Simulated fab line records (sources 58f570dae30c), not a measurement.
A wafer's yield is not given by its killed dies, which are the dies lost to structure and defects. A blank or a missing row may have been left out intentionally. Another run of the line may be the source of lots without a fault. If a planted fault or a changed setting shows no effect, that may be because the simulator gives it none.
A lot that was struck, set against a sound lot | flow berkeley_cmos170 | 15 out of 331 route steps
Sound: the wafers L948.2, L948.5, L948.6. Wafers L965.1, L965.3, L965.6 were the ones struck. The cause is given at the end.
Order at every step that has rows: each side's tool, ch and its chambers, its first start. Under that, the readings that differ: sound wafers | struck wafers | difference of the means | sigmas: that difference in standard deviations of wafers without a fault.
alike: same words and numbers on both sides, and readings whose means sit less than 2 such deviations apart. not compared: any withheld reading, any reading some wafer has no value for, any bound like >300 that may hide the same value, and any number with overlapping values for which the record gives no deviation.
Wherever a step has rows on one side only, a row that says differs or no value, or a row with sigmas, the two part there. Non-overlapping numbers with no deviation appear without sigmas and do not part them. Lack of a reading on every wafer of one side parts them only where that side has two or more wafers.

UCB170_NVT_OVL_MEAS_06:
  struck on overlay-01, day 9 18:11; sound on overlay-01, day 6 12:19
  alike: NVT_OVL
following that, these wafers have no rows for 1 step: UCB170_NVT_IMPLANT_07.
UCB170_NVT_STRIP_08: strips in O2.
  sound on plasma_asher-04 ch 0,1, day 6 12:30; struck on plasma_asher-01 ch 0,1, day 9 18:22
  alike: chamber_pressure_mTorr, drypump_motor_current_A, oes_product_au, strip_time_to_endpoint_s
  not compared: rf_hours_counter_h
UCB170_NVT_TW_MEAS_09:
  struck on film_metro-04, day 9 18:28; sound on film_metro-04, day 6 12:37
  alike: NVT_TW
then, 7 steps without rows for these wafers: UCB170_NVT_CLEAN_10 (cleans in SPM, time 600 s); UCB170_PVT_HMDS_00 (prime time 60 s); UCB170_PVT_COAT_01 (resist thk 900 nm); UCB170_PVT_SOFTBAKE_02 (time 60 s); UCB170_PVT_EXPOSE_03 (exposes mask NWELL, target cd 3000 nm); UCB170_PVT_PEB_04; UCB170_PVT_DEVELOP_05 (develop time 45 s).
UCB170_PVT_OVL_MEAS_06:
  struck on overlay-02, day 9 20:30; sound on overlay-01, day 6 14:40
  alike: PVT_OVL
UCB170_PVT_IMPLANT_07:
  sound on implanter-02 ch 0, day 6 14:44; struck on implanter-02 ch 0, day 9 20:32
  reading                   | sound                | struck               | difference | sigmas
  beam_energy_keV           | 30.008 29.994 29.987 | 29.106 29.112 29.122 | -0.883     | -88
  model.implant.drp_nm (nm) | 16.56 16.56 16.56    | 16.26 16.26 16.26    | -0.30      |
  alike: beam_on_s
UCB170_PVT_STRIP_08: strips in O2.
  sound on plasma_asher-04 ch 0,1, day 6 14:51; struck on plasma_asher-02 ch 0, day 9 20:41
  alike: chamber_pressure_mTorr, drypump_motor_current_A, oes_product_au, strip_time_to_endpoint_s
  not compared: rf_hours_counter_h
-- the record jumps here: 3 days lie between the struck wafers' starts before and after (it left off in module PVT and takes up again in module M3, whose first step shown is number 331 of the route) --
UCB170_M3_PROBE_99:
  only the struck wafers here have rows in the record (prober-01, day 12 09:47); the sound ones have none

## WHERE THEY PART
Earliest at UCB170_PVT_IMPLANT_07; latest, in this record, at UCB170_M3_PROBE_99.

WHY: what had been put in by the simulator
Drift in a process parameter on implanter-02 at UCB170_PVT_IMPLANT_07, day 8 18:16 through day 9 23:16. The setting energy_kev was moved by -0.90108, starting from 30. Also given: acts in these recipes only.
